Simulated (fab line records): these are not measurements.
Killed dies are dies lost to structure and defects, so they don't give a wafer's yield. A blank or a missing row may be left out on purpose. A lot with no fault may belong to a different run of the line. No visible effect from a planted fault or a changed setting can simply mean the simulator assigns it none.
A lot that was struck, set against a sound lot    flow rit-cmos    20 out of 202 route steps
Sound: the wafers L189.2, L189.3, L189.6. Wafers struck: L201.1, L201.2, L201.4. The cause is given at the end.
Order at every step that has rows: each side's tool, ch and its chambers, its first start. Under that, the readings that differ: sound wafers    struck wafers    difference of the means    sigmas: that difference in standard deviations of wafers without a fault.
alike: same words and numbers on both sides, and readings whose means sit less than 2 such deviations apart. not compared: any withheld reading, any reading some wafer has no value for, any bound like >300 that may hide the same value, and any number with overlapping values for which the record gives no deviation.
Wherever a step has rows on one side only, a row that says differs or no value, or a row with sigmas, the two part there. Non-overlapping numbers with no deviation appear without sigmas and do not part them. Lack of a reading on every wafer of one side parts them only where that side has two or more wafers.

RIT_ACTIVE_BOW_MEAS_00:
  sound on film-metro-04, day 1 10:01; struck on film-metro-04, day 3 22:00
  alike: INCOMING_BOW
then, 1 step without rows for these wafers: RIT_ACTIVE_OXIDATION_01 (target thk 46.8 nm, ox time 3360 s).
RIT_ACTIVE_THK_MEAS_02:
  sound on film-metro-01, day 1 13:41; struck on film-metro-04, day 4 01:06
reading                sound           struck          difference  sigmas
ACTIVE_OXIDE_THK (nm)  48.9 49.6 48.9  51.5 50.4 51.6  +2.0        +2
RIT_ACTIVE_CVD_03: deposits Si3N4 from SiH2Cl2/NH3, target thk 150 nm, time 1500 s.
  sound on lpcvd-02 ch 1, day 1 13:44; struck on lpcvd-01 ch 1, day 4 01:10
reading                                   sound              struck             difference  sigmas
spike-tc-centre-C (C)                     812.6 812.8 813.2  868.8 864.9 868.6  +54.6       +39
spike-tc-load-C (C)                       832 833 834        886 886 886        +53         +17
spike-tc-source-C (C)                     836.7 837.5 837.4  888.3 889.1 888.0  +51.3       +23
susceptor-temp-C (C)                      809.5 810.1 809.9  863.5 863.3 863.8  +53.7       +99 or more
zone-power-centre-pct (%)                 37.9 36.9 37.4     42.0 42.0 42.1     +4.6        +3
model.Si3N4_of_ACTIVE_CVD_03.thk-nm (nm)  148.8 148.6 147.1  254.7 253.4 253.2  +105.6      
  alike: nh3-flow-sccm
RIT_ACTIVE_THK_MEAS_04:
  sound on film-metro-01, day 1 15:10; struck on film-metro-04, day 4 02:35
reading                  sound              struck             difference  sigmas
ACTIVE_NITRIDE_THK (nm)  148.7 148.5 147.0  254.6 253.3 253.2  +105.6      +70
then, 6 steps without rows for these wafers: RIT_ACTIVE_HMDS_05 (prime time 58.85 s); RIT_ACTIVE_COAT_06 (resist thk 1000 nm); RIT_ACTIVE_SOFTBAKE_07 (time 60 s); RIT_ACTIVE_EXPOSE_08 (exposes mask M1, target cd 1400 nm); RIT_ACTIVE_PEB_09; RIT_ACTIVE_DEVELOP_10 (develop time 50 s).
RIT_ACTIVE_CD_MEAS_11: target cd 1400 nm.
  sound on cd-sem-01, day 1 16:05; struck on cd-sem-02, day 4 03:37
  alike: cd-nm
then, 1 step without rows for these wafers: RIT_ACTIVE_HARDBAKE_12 (time 60 s).
RIT_ACTIVE_ETCH_13: etches Si3N4 in SF6, stops on SiO2, time 210 s, target depth 210 nm.
  sound on rie-diel-01 ch 0,2,3, day 1 16:20; struck on rie-diel-01 ch 2,3, day 4 03:53
reading                                        sound              struck             difference  sigmas
oes-product-au (a.u.)                          0.823 0.810 0.808  0.960 1.004 1.007  +0.177      +15
model.etch.depth-nm (nm)                       148.8 148.6 147.1  200 207.5 208.4    +57         
model.ACTIVE.feature-depth-nm (nm)             149.5 148.6 149    200 207.5 208.4    +56         
model.SiO2_of_ACTIVE_OXIDATION_01.thk-nm (nm)  48.2 49.59 47.02   51.46 50.46 51.62  +2.91       
  alike: chamber-pressure-mTorr, drypump-motor-current-A, throttle-valve-pct
  not compared: rf-hours-counter-h
RIT_ACTIVE_STRIP_14: strips in O2, time 180 s.
  sound on plasma-asher-02 ch 0,1, day 1 16:28; struck on plasma-asher-02 ch 0,1, day 4 04:01
  alike: chamber-pressure-mTorr, drypump-motor-current-A
  not compared: rf-hours-counter-h
RIT_ACTIVE_CD_MEAS_90: target cd 1400 nm.
  sound on cd-sem-01, day 1 16:45; struck on cd-sem-01, day 4 04:11
  alike: cd-nm
then, 1 step without rows for these wafers: RIT_ACTIVE_CLEAN_15 (cleans in SC1, time 600 s).
RIT_ACTIVE_CLEAN_16: cleans in dHF, time 30 s.
  sound on wet-bench-01 ch 1, day 1 17:01; struck on wet-bench-01 ch 2, day 4 04:29
reading                                   sound              struck             difference  sigmas
model.Si3N4_of_ACTIVE_CVD_03.thk-nm (nm)  147.9 147.7 146.2  253.9 252.6 252.4  +105.7      
then, 1 step without rows for these wafers: RIT_ACTIVE_CLEAN_17 (cleans in SC2, time 600 s).
RIT_M1_PROBE_99:
  only the struck wafers here have rows in the record (prober-01, day 6 02:38); the sound ones have none

== WHERE THEY PART ==
Last at RIT_M1_PROBE_99 as far as this record goes, first at RIT_ACTIVE_THK_MEAS_02.

WHY: what the simulator had put in
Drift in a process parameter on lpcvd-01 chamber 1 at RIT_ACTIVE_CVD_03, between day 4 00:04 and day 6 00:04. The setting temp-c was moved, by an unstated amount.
